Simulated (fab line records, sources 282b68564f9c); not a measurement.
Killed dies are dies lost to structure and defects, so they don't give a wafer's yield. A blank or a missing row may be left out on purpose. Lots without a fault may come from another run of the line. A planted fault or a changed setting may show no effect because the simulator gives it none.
fab line records | flow rit_cmos
record lots=6 wafers=18 last_day=7
route steps=202 shown PRETRO@64 GATE@75 M1@202
lots that met no fault: from a run of the same line without faults
start_h: hours from the record's first day to the start of the lot's first wafer shown | wait_h: hours since the lot's step before | " the same as in the row above | L1.1+2: a row that stands for several wafers | - no value, or no start given | * or withheld: withheld | < > ~ a bound
route shown NAME@n: a module of which the file shows steps, and the number in the route of the first | usual: mean/standard deviation of fault-free wafers | same: alike in all rows | chamber/n: place in a boat | sites: the reading at each site | _std_site: their standard deviation | _edge_site: outer sites' mean less inner sites' | radius_mm: how far each site lies from the wafer's centre | mask NAME#n: copy n | behind: the tool/chamber that last shaped the wafer | hold: why the lot was held/for how many hours/how that ended | device: the transistor (n, p or np) that didn't switch | end of line: the same wafers' tests at the end of the route | a step without rows: its recipe alone | killed: dies lost to structure and defects at the first sort, not the wafer's yield | map: a wafer's dies, x killed, . not, _ none there
set.NAME: the setting as run; set.NAME@STEP: as run at that earlier step | model.NAME: the simulator's own value behind a step, which no gauge read
lots at some steps of the route; a table a step, a row a wafer
services: from which hour (start_h, from the record's first day; less than 0 if before it) a tool's chamber was out of use, for how many hours, and why
## steps
# step RIT_PRETRO_HMDS_00
# recipe prime_time_s=60 prime_temp_c=140
# step RIT_PRETRO_COAT_01
# recipe resist=NOVOLAK spin_rpm=2000 resist_thk_nm=1300
# step RIT_PRETRO_SOFTBAKE_02
# recipe resist=NOVOLAK temp_c=90 time_s=60
# step RIT_PRETRO_EXPOSE_03
# recipe mask_id=M5 na=0.57 target_cd_nm=43700 dose_mj=250
# step RIT_PRETRO_PEB_04
# recipe resist=NOVOLAK temp_c=withheld time_s=withheld
# step RIT_PRETRO_DEVELOP_05
# recipe resist=NOVOLAK develop_time_s=68 dev_temp_c=23
# step RIT_PRETRO_OVL_MEAS_06
# usual PRETRO_OVL=-0.8/1.4
# columns lot.wafer tool chamber start_h wait_h PRETRO_OVL[nm]
L805.2 overlay-02 - 47.69 - -1.2
L805.5 " - " " -0.9
L805.6 " - " " -0.6
L808.2 overlay-01 - 62.31 - -2.0
L808.3 " - " " -1.9
L808.4 " - " " -2.0
L815.1 overlay-01 - 97.21 - -2.5
L815.2 " - " " -1.5
L815.3 " - " " -0.5
L816.1 overlay-02 - 102.26 - 0.9
L816.2 " - " " -0.2
L816.3 " - " " 0.7
L819.3 overlay-02 - 117.63 - -0.1
L819.4 " - " " -2.1
L819.6 " - " " -1.0
L822.2 overlay-01 - 132.38 - -0.2
L822.4 " - " " -4.3
L822.5 " - " " -2.7
# step RIT_PRETRO_HARDBAKE_07
# recipe resist=NOVOLAK temp_c=140 time_s=120
# step RIT_PRETRO_IMPLANT_08
# recipe species=B energy_kev=45 dose_cm2=1.2e+13 tilt_deg=7
# step RIT_PRETRO_STRIP_09
# recipe chemistry=O2 time_s=180 resist=NOVOLAK platen_temp_c=withheld power_w=500 pressure_mtorr=4000 o2_flow_sccm=4000
# usual drypump_motor_current_A=5.7/0.47 rf_refl_power_W=6.1/1.6
# columns lot.wafer tool chamber start_h wait_h drypump_motor_current_A rf_hours_counter_h rf_refl_power_W
L805.2 plasma_asher-01 1 48.12 0.1 5.1 44 5.9
L805.5 " 0 " " 6.1 - 6.1
L805.6 " 1 " " 5.1 - 6.3
L808.2 plasma_asher-02 0 62.74 0.1 6.2 44 5.6
L808.3 " 0 " " 6.2 - 5.5
L808.4 " 1 " " 5.2 - 9.4
L815.1 plasma_asher-01 1 97.65 0.1 5.1 49 6.2
L815.2 " 0 " " 6.2 49 6.0
L815.3 " 1 " " 5.1 - 6.4
L816.1 plasma_asher-02 0 102.70 0.1 6.2 49 5.6
L816.2 " 1 " " 5.3 49 9.6
L816.3 " 1 " " 5.3 - 9.9
L819.3 plasma_asher-02 0 118.11 0.1 6.2 - 5.6
L819.4 " 1 " " 5.2 - 9.3
L819.6 " 0 " " 6.2 - 5.5
L822.2 plasma_asher-01 1 132.94 0.1 5.1 53 6.7
L822.4 " 1 " " 5.1 - 6.3
L822.5 " 1 " " 5.1 - 6.7
# step RIT_PRETRO_TW_MEAS_10
# usual PRETRO_TW=477/5.5
# columns lot.wafer tool chamber start_h wait_h PRETRO_TW
L805.2 film_metro-01 - 48.31 0.1 470
L805.5 " - " " 467
L805.6 " - " " 473
L808.2 film_metro-02 - 62.92 0.1 474
L808.3 " - " " 473
L808.4 " - " " 472
L815.1 film_metro-03 - 97.82 0.1 486
L815.2 " - " " 483
L815.3 " - " " 486
L816.1 film_metro-01 - 102.87 0.1 477
L816.2 " - " " 474
L816.3 " - " " 475
L819.3 film_metro-03 - 118.25 0.1 482
L819.4 " - " " 485
L819.6 " - " " 484
L822.2 film_metro-02 - 133.12 0.1 476
L822.4 " - " " 478
L822.5 " - " " 475
# step RIT_GATE_WET_ETCH_00
# recipe chemistry=BOE target=SiO2 target_depth_nm=56 time_s=60 dry=n2_spin dilution=10:1 temp_c=21.5
# step RIT_GATE_CLEAN_01
# recipe chemistry=SC1 mix=3:3:50 time_s=600 temp_c=75
# usual run_length_s=629/3.9
# columns lot.wafer tool chamber start_h wait_h run_length_s
L805.2 wet_bench-02 0 48.39 0.0 631
L805.5 " 0 " " 631
L805.6 " 0 " " 631
L808.2 wet_bench-01 0 63.02 0.0 624
L808.3 " 0 " " 624
L808.4 " 0 " " 624
L815.1 wet_bench-03 3 97.93 0.0 632
L815.2 " 3 " " 632
L815.3 " 3 " " 632
L816.1 wet_bench-03 0 102.98 0.0 673
L816.2 " 0 " " 673
L816.3 " 0 " " 673
L819.3 wet_bench-03 3 118.31 0.0 664
L819.4 " 3 " " 664
L819.6 " 3 " " 664
L822.2 wet_bench-01 1 133.20 0.0 632
L822.4 " 1 " " 632
L822.5 " 1 " " 632
# step RIT_GATE_CLEAN_02
# recipe chemistry=dHF dilution=50:1 time_s=30
# step RIT_M1_PROBE_99
# usual killed_at_contacts=0.1/0.32 killed_at_front_end=7/3 killed_dies=7/3.1 killed_open=3.3/1.8 killed_short=3.6/2
# same gross_dies=264 killed_at_M0_to_M3=0 killed_at_M4_up=0 killed_at_back_side=0 killed_at_other=0
# columns lot.wafer tool chamber start_h wait_h killed_at_contacts killed_at_front_end killed_dies killed_open killed_short
L805.2 prober-02 - 76.08 0.1 0 6 6 5 1
L805.5 prober-02 - 76.23 0.2 0 14 14 5 9
L805.6 prober-02 - 76.28 0.2 0 5 5 2 3
L808.2 prober-01 - 89.04 0.1 0 5 5 2 3
L808.3 prober-01 - 89.09 0.2 0 2 2 1 1
L808.4 prober-01 - 89.14 0.2 0 6 6 1 5
L815.1 prober-02 - 125.57 0.1 0 7 7 1 6
L815.2 prober-02 - 125.62 0.1 0 4 4 1 3
L815.3 prober-02 - 125.67 0.2 0 4 4 2 2
L816.1 prober-01 - 132.07 0.1 0 4 4 1 3
L816.2 prober-01 - 132.12 0.1 0 10 10 7 3
L816.3 prober-01 - 132.17 0.2 0 4 4 1 3
L819.3 prober-02 - 144.18 0.2 0 2 2 0 2
L819.4 prober-02 - 144.23 0.2 0 9 9 5 4
L819.6 prober-02 - 144.33 0.2 1 13 14 6 8
# killed by level:class
L805.2 GATE:geometric_particle:open=3 REOX:geometric_particle:open=1 SILICIDE:geometric_particle:short=1 SILICIDE:geometric_particle:open=1
L805.5 GATE:geometric_particle:short=4 REOX:geometric_particle:short=2 SPACER:geometric_particle:open=2 SILICIDE:geometric_particle:short=2 FOX1:geometric_particle:short=1 FOX1:geometric_particle:open=1 FOX2:geometric_particle:open=1 SILICIDE:geometric_particle:open=1
L805.6 GATE:geometric_particle:short=2 GATE:geometric_particle:open=1 SPACER:geometric_particle:open=1 SILICIDE:geometric_particle:short=1
L808.2 SILICIDE:geometric_particle:short=2 GATE:geometric_particle:open=1 GATE:geometric_particle:short=1 REOX:geometric_particle:open=1
L808.3 GATE:geometric_particle:short=1 GATE:geometric_particle:open=1
L808.4 GATE:geometric_particle:short=4 GATE:geometric_particle:open=1 REOX:geometric_particle:short=1
L815.1 FOX1:geometric_particle:short=3 FOX2:geometric_particle:short=1 GATE:geometric_particle:short=1 SPACER:geometric_particle:short=1 SILICIDE:geometric_particle:open=1
L815.2 FOX1:geometric_particle:short=2 SILICIDE:geometric_particle:open=1 SILICIDE:geometric_particle:short=1
L815.3 GATE:geometric_particle:short=1 GATE:geometric_particle:open=1 SILICIDE:geometric_particle:open=1 SILICIDE:geometric_particle:short=1
L816.1 GATE:geometric_particle:short=2 GATE:geometric_particle:open=1 REOX:geometric_particle:short=1
L816.2 GATE:geometric_particle:open=4 FOX2:geometric_particle:short=2 SPACER:geometric_particle:open=2 FOX1:geometric_particle:short=1 SILICIDE:geometric_particle:open=1
L816.3 FOX1:geometric_particle:short=1 FOX2:geometric_particle:short=1 SPACER:geometric_particle:short=1 SILICIDE:geometric_particle:open=1
L819.3 SPACER:geometric_particle:short=1 SILICIDE:geometric_particle:short=1
L819.4 SILICIDE:geometric_particle:short=3 SILICIDE:geometric_particle:open=3 FOX1:geometric_particle:open=1 FOX1:geometric_particle:short=1 REOX:geometric_particle:open=1
L819.6 GATE:geometric_particle:open=4 GATE:geometric_particle:short=4 FOX1:geometric_particle:short=1 REOX:geometric_particle:short=1 REOX:geometric_particle:open=1 SILICIDE:geometric_particle:open=1 SILICIDE:geometric_particle:short=1 CONTACT:geometric_particle:short=1
## services
# columns tool chamber start_h hours kind
plasma_asher-02 - 108.75 9.0 pm
plasma_asher-02 0 108.75 9.0 vent_cycle
plasma_asher-02 1 108.75 9.0 vent_cycle
plasma_asher-02 0 117.75 - clean
plasma_asher-02 1 117.75 - clean
## key
first_sign step=RIT_GATE_CLEAN_01 reading=run_length_s direction=up sigmas=10 usual=* struck=*
effect none on later readings
met_at RIT_GATE_CLEAN_01
struck_wafers L816.1,L816.2,L816.3,L819.3,L819.4,L819.6
tester_left_out L816,L819
onset_between 97.93 102.98
fault kind=process_parameter_drift tool=wet_bench-03 chamber=- onset_h=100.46 steps=RIT_GATE_CLEAN_01 channel=time_s offset=* shape=step end_h=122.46 acts_in=* stated=*
# tester_left_out: of these lots the tester's yield and bins aren't shown, on N5 and GAA mostly nor the transistor test; their killed dies are dies lost to structure and defects alone, not to doping, threshold or leakage, so they don't give the yield
